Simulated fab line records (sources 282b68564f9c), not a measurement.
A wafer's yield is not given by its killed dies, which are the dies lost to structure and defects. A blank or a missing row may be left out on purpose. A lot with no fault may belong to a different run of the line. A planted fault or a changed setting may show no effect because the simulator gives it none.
fab line records -- flow rit-cmos
record: lots: 6, wafers: 18, last-day: 7
route steps=202 shown PLDD@118 SPACER@125
lots untouched by any fault: they come from a run of this same line in which no faults occurred
start-h: the number of hours between the record's first day and the start of the first shown wafer of the lot -- wait-h: hours since the lot's step before -- " as in the row above -- L1.1+2: several wafers, shown together as one row -- - value missing, or start not given -- * or withheld: withheld -- < > ~ a bound
route shown NAME@n: names a module that has steps shown in the file, with the first one's number in the route -- usual: mean/standard deviation of fault-free wafers -- same: alike in all rows -- chamber/n: place in a boat -- sites: the reading at each site -- _std_site: the standard deviation of these -- _edge_site: mean of outer sites minus mean of inner sites -- radius-mm: how far each site lies from the wafer's centre -- mask NAME#n: copy n -- behind: the most recent tool/chamber to have shaped the wafer -- hold: why the lot went on hold/how many hours it stayed there/how the hold came to an end -- device: whichever transistor did not switch (one of n, p or np) -- end of line: at the end of the route, the tests of the same wafers -- a step with no rows: only its recipe -- killed: the dies lost at the first sort to structure and to defects; this is not the yield of the wafer -- map: shows each die of a wafer: x if killed, . if not, _ if none is there
set.NAME: setting as actually run; set.NAME@STEP: the setting as run at that earlier step -- model.NAME: the simulator's own value behind a step, which no gauge read
lots at some steps of the route; a table a step, a row a wafer
services: when a tool's chamber went out of use (start-h, in hours from the record's first day, below 0 if earlier), for how many hours, and the reason
== steps ==
step: RIT_PLDD_PEB_04
recipe: resist: NOVOLAK, temp-c: withheld, time-s: withheld
step: RIT_PLDD_DEVELOP_05
recipe: resist: NOVOLAK, develop-time-s: 50, dev-temp-c: 23
step: RIT_PLDD_OVL_MEAS_06
usual: PLDD_OVL: 0.6/1.3
lot.wafer,tool,chamber,start-h,wait-h,PLDD_OVL[nm]
L716.2,overlay-02,-,59.42,-,-0.1
L716.3,overlay-02,-,59.42,-,0.2
L716.4,overlay-02,-,59.42,-,-1.1
L721.1,overlay-01,-,84.72,-,1.6
L721.3,overlay-01,-,84.72,-,-0.1
L721.4,overlay-01,-,84.72,-,-0.1
L728.4,overlay-02,-,120.34,-,0.7
L728.5,overlay-02,-,120.34,-,-0.1
L728.6,overlay-02,-,120.34,-,0.1
L731.3,overlay-01,-,138.14,-,0.2
L731.4,overlay-01,-,138.14,-,0.5
L731.5,overlay-01,-,138.14,-,-0.7
L733.4,overlay-01,-,146.55,-,0.3
L733.5,overlay-01,-,146.55,-,0.2
L733.6,overlay-01,-,146.55,-,0.3
L734.1,overlay-02,-,148.85,-,1.4
L734.2,overlay-02,-,148.85,-,1.1
L734.3,overlay-02,-,148.85,-,1.3
step: RIT_PLDD_HARDBAKE_07
recipe: resist: NOVOLAK, temp-c: 140, time-s: 60
step: RIT_PLDD_IMPLANT_08
recipe: species: BF2, energy-kev: 20.28, dose-cm2: 9e+14, tilt-deg: 7
step: RIT_PLDD_STRIP_09
recipe: chemistry: O2, time-s: 180, resist: NOVOLAK, platen-temp-c: withheld, power-w: 500, pressure-mtorr: 4000, o2-flow-sccm: 4000
usual: chamber-pressure-mTorr: 4000/3.9, drypump-motor-current-A: 5.8/0.67
lot.wafer,tool,chamber,start-h,wait-h,chamber-pressure-mTorr,drypump-motor-current-A,rf-hours-counter-h
L716.2,plasma-asher-02,1,59.75,0.1,3997,6.5,25
L716.3,plasma-asher-02,1,59.75,0.1,4003,6.6,-
L716.4,plasma-asher-02,0,59.75,0.1,4003,6.2,-
L721.1,plasma-asher-03,1,85.06,0.1,4004,4.9,43
L721.3,plasma-asher-03,0,85.06,0.1,3995,6.2,-
L721.4,plasma-asher-03,1,85.06,0.1,4002,4.9,-
L728.4,plasma-asher-03,1,120.72,0.1,4004,4.9,-
L728.5,plasma-asher-03,0,120.72,0.1,4003,6.2,-
L728.6,plasma-asher-03,1,120.72,0.1,4002,4.9,-
L731.3,plasma-asher-03,0,138.53,0.1,4010,6.2,-
L731.4,plasma-asher-03,1,138.53,0.1,4006,4.9,-
L731.5,plasma-asher-03,0,138.53,0.1,4004,6.2,-
L733.4,plasma-asher-02,1,146.92,0.1,3995,6.6,-
L733.5,plasma-asher-02,1,146.92,0.1,3999,6.6,-
L733.6,plasma-asher-02,0,146.92,0.1,3999,6.1,-
L734.1,plasma-asher-01,1,149.18,0.1,4004,5.6,51
L734.2,plasma-asher-01,0,149.18,0.1,4000,6.7,51
L734.3,plasma-asher-01,0,149.18,0.1,4007,6.7,-
step: RIT_PLDD_TW_MEAS_10
usual: PLDD_TW: 2393/16
lot.wafer,tool,chamber,start-h,wait-h,PLDD_TW
L716.2,film-metro-02,-,59.93,0.1,2387
L716.3,film-metro-02,-,59.93,0.1,2399
L716.4,film-metro-02,-,59.93,0.1,2378
L721.1,film-metro-04,-,85.23,0.1,2395
L721.3,film-metro-04,-,85.23,0.1,2413
L721.4,film-metro-04,-,85.23,0.1,2395
L728.4,film-metro-04,-,120.87,0.1,2380
L728.5,film-metro-04,-,120.87,0.1,2378
L728.6,film-metro-04,-,120.87,0.1,2389
L731.3,film-metro-03,-,138.66,0.1,2376
L731.4,film-metro-03,-,138.66,0.1,2371
L731.5,film-metro-03,-,138.66,0.1,2385
L733.4,film-metro-02,-,147.07,0.1,2372
L733.5,film-metro-02,-,147.07,0.1,2377
L733.6,film-metro-02,-,147.07,0.1,2384
L734.1,film-metro-03,-,149.36,0.1,2400
L734.2,film-metro-03,-,149.36,0.1,2384
L734.3,film-metro-03,-,149.36,0.1,2391
step: RIT_SPACER_CLEAN_00
recipe: chemistry: SC1, mix: 3:3:50, time-s: 600, temp-c: 75
step: RIT_SPACER_CLEAN_01
recipe: chemistry: dHF, dilution: 50:1, time-s: 30
step: RIT_SPACER_CLEAN_02
recipe: chemistry: SC2, mix: 3:3:50, time-s: 600, temp-c: 75, dry: n2-spin
step: RIT_SPACER_CVD_03
recipe: material: Si3N4, target-thk-nm: 250, temp-c: 810, precursor: SiH2Cl2/NH3, time-s: 3300, pressure-mtorr: 300, sih2cl2-flow-sccm: 60, nh3-flow-sccm: 150
step: RIT_SPACER_THK_MEAS_04
recipe: reads: Si3N4_of_SPACER_CVD_03
usual: SPACER_NITRIDE_THK: 250.3/2.4
lot.wafer,tool,chamber,start-h,wait-h,SPACER_NITRIDE_THK[nm]
L716.2,film-metro-01,-,62.48,0.0,254.1
L716.3,film-metro-01,-,62.48,0.0,255.2
L716.4,film-metro-01,-,62.48,0.0,254.3
L721.1,film-metro-03,-,87.95,0.0,251.2
L721.3,film-metro-03,-,87.95,0.0,250.5
L721.4,film-metro-03,-,87.95,0.0,251.1
L728.4,film-metro-04,-,123.21,0.0,255.2
L728.5,film-metro-04,-,123.21,0.0,251.0
L728.6,film-metro-04,-,123.21,0.0,252.4
L731.3,film-metro-04,-,141.15,0.0,252.1
L731.4,film-metro-04,-,141.15,0.0,250.0
L731.5,film-metro-04,-,141.15,0.0,251.0
L733.4,film-metro-04,-,150.55,0.0,247.3
L733.5,film-metro-04,-,150.55,0.0,249.5
L733.6,film-metro-04,-,150.55,0.0,247.1
L734.1,film-metro-04,-,153.39,0.0,249.9
L734.2,film-metro-04,-,153.39,0.0,253.0
L734.3,film-metro-04,-,153.39,0.0,251.7
step: RIT_SPACER_ETCHBACK_05
recipe: target-depth-a: 2500, SF6_flow_sccm: 30, CHF3_flow_sccm: 30, target: Si3N4, chemistry: SF6/CHF3, pressure-mtorr: 40, rf-w: 250, time-s: 240, stop-on: SiO2
usual: chamber-pressure-mTorr: 40.00/0.034, drypump-motor-current-A: 5.8/0.68, oes-product-au: 0.840/0.015, throttle-valve-pct: 10.23/0.13
lot.wafer,tool,chamber,start-h,wait-h,chamber-pressure-mTorr,drypump-motor-current-A,oes-product-au,rf-hours-counter-h,throttle-valve-pct,model.etch.depth-nm,model.poly-Si_of_GATE_CVD_08.thk-nm,model.Si3N4_of_SPACER_CVD_03.thk-nm
L716.2,rie-diel-01,3,62.53,0.0,40.02,6.4,0.880,23,10.16,254,165.6,197.3
L716.3,rie-diel-01,0,62.53,0.0,39.99,5.2,0.872,158,10.09,255.2,163.2,198.5
L716.4,rie-diel-01,2,62.53,0.0,39.95,5.2,0.830,18,10.32,254.4,166.1,198.7
L721.1,rie-diel-02,3,88.01,0.1,40.00,6.2,0.833,22,10.25,251.1,172.5,198.1
L721.3,rie-diel-02,2,88.01,0.1,39.91,5.6,0.846,5,10.34,250.3,170.9,196.1
L721.4,rie-diel-02,0,88.01,0.1,39.99,6.5,0.842,35,10.09,251.1,169.9,196.3
L728.4,rie-diel-02,3,123.24,0.0,40.02,6.2,0.735,23,10.21,208.6,190.5,218.4
L728.5,rie-diel-02,1,123.24,0.0,40.08,4.9,0.754,-,10.30,209.6,188.9,214.7
L728.6,rie-diel-02,0,123.24,0.0,39.93,6.5,0.753,-,10.05,215.6,188.3,214.7
L731.3,rie-diel-02,3,141.19,0.0,39.97,6.2,0.732,23,10.22,207.8,186.9,215.9
L731.4,rie-diel-02,0,141.19,0.0,40.01,6.5,0.756,36,10.07,214.2,184.2,212.8
L731.5,rie-diel-02,1,141.19,0.0,40.01,4.9,0.750,-,10.29,208,186.1,214.9
L733.4,rie-diel-01,0,150.58,0.0,39.97,5.2,0.836,0,10.12,247.3,172.2,195.1
L733.5,rie-diel-01,2,150.58,0.0,40.01,5.2,0.822,-,10.34,249.8,168.2,195.3
L733.6,rie-diel-01,1,150.58,0.0,39.98,6.6,0.835,-,10.25,246.9,168,192.3
L734.1,rie-diel-04,2,153.45,0.1,40.01,5.3,0.840,107,10.45,249.9,162.9,195.8
L734.2,rie-diel-04,1,153.45,0.1,39.95,4.7,0.847,74,10.30,253.2,166.5,198.3
L734.3,rie-diel-04,3,153.45,0.1,40.00,6.4,0.836,4,9.94,251.7,166.6,198.9
== services ==
tool,chamber,start-h,hours,kind
plasma-asher-02,-,38.91,14.6,pm
rie-diel-01,-,39.73,0.3,repair
plasma-asher-01,-,59.59,11.9,repair
rie-diel-02,-,72.63,2.8,pm
rie-diel-04,-,75.68,0.6,repair
rie-diel-04,1,97.35,7.6,repair
rie-diel-04,0,101.10,4.5,repair
rie-diel-01,0,106.33,-,clean
rie-diel-01,0,106.33,22.8,scheduled-down
rie-diel-01,0,106.33,22.8,vent-cycle
rie-diel-04,3,109.76,2.6,repair
rie-diel-04,0,121.56,1.8,repair
rie-diel-02,-,146.66,1.0,repair
== key ==
first-sign: step: RIT_SPACER_ETCHBACK_05, reading: oes-product-au, direction: down, sigmas: 6.3, usual: 0.840, struck: 0.746
effect none on later readings
model-effect: step: RIT_SPACER_ETCHBACK_05, value: etch.depth-nm, without: 251.9, struck: 210.6
met-at RIT_SPACER_ETCHBACK_05
struck-wafers L728.4,L728.5,L728.6,L731.3,L731.4,L731.5
later-rows-left-out L728.4,L728.5,L728.6,L731.3,L731.4,L731.5
sort-left-out L728.4,L728.5,L728.6,L731.3,L731.4,L731.5
tester-left-out L728,L731
onset-between 88.01 123.24
fault: kind: process-parameter-drift, tool: rie-diel-02, chamber: -, onset-h: 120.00, steps: RIT_SPACER_ETCHBACK_05, channel: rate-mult, offset: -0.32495, shape: step, end-h: 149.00
tester-left-out: of these lots the tester's yield and bins aren't shown, on N5 and GAA mostly nor the transistor test; their killed dies are dies lost to structure and defects alone, not to doping, threshold or leakage, so they don't give the yield
sort-left-out: the simulated sort isn't trusted on such a fault, so these wafers' sort isn't shown, and their yield isn't known
later-rows-left-out: the simulator's readings of these wafers behind a module that went badly wrong aren't trusted and aren't shown, but for the sort
